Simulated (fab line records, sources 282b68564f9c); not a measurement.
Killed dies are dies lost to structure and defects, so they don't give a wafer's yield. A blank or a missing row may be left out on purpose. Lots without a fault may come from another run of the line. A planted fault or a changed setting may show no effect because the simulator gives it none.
Which tool did it? | flow rit_cmos | 7 lots, 21 wafers sampled, at 2 steps of a route of 202

WHAT THE GAUGES READ, wafer by wafer
RIT_SPACER_THK_MEAS_04.
lot  | measured    | on            | SPACER_NITRIDE_THK (nm)
L798 | day 3 05:19 | film_metro-02 | 249.1 249.0 248.9
L800 | day 3 20:00 | film_metro-04 | 251.3 253.7 251.5
L803 | day 4 06:19 | film_metro-03 | 252.1 251.2 252.6
L805 | day 4 14:20 | film_metro-03 | 247.9 250.5 251.1
L807 | day 5 03:50 | film_metro-04 | 246.5 247.1 247.4
L809 | day 5 10:49 | film_metro-03 | 419.5 420.0 418.5
L820 | day 7 17:19 | film_metro-02 | 252.2 249.3 248.8

WHICH TOOL RAN EACH LOT (tool, then ch and the chambers of the sampled wafers, then the start)
lot  | RIT_SPACER_CVD_03
L798 | lpcvd-02 ch 1, day 3 03:23
L800 | lpcvd-02 ch 1, day 3 18:05
L803 | lpcvd-02 ch 0, day 4 04:23
L805 | lpcvd-01 ch 0, day 4 12:25
L807 | lpcvd-01 ch 1, day 5 01:54
L809 | lpcvd-01 ch 0, day 5 08:53
L820 | lpcvd-02 ch 1, day 7 15:24
- RIT_SPACER_CVD_03: deposits Si3N4 from SiH2Cl2/NH3, target thk 250 nm, time 3300 s.

THE ANSWER, worked out from the rows above alone
Rule: what is usual is taken from the lots themselves. Put in order of their means at a reading, lots are off if they are a third of the lots or fewer, leave a main group of 4 or more, and stand apart from it by a gap of 3 or more times the standard deviation of the main group's means; of several such gaps the widest counts. A main group whose means are all the same, to the digits that the tables above print for the reading, isn't used. A lot without any number at a reading at which 4 lots or more have one is off too. The other lots that the step has rows for count as sound.
Off: L809, at RIT_SPACER_THK_MEAS_04 (SPACER_NITRIDE_THK). The main group: mean 250.0 nm, standard deviation 1.8.
A tool fits if, at a process step before that reading, it ran every lot that is off, and no sound lot after the first of them. The gauges at RIT_SPACER_THK_MEAS_04 are tried like those tools. Can't be told from this: 2 tools fit, lpcvd-01 at RIT_SPACER_CVD_03, film_metro-03 at RIT_SPACER_THK_MEAS_04.

WHAT THE SIMULATOR HAD PUT IN
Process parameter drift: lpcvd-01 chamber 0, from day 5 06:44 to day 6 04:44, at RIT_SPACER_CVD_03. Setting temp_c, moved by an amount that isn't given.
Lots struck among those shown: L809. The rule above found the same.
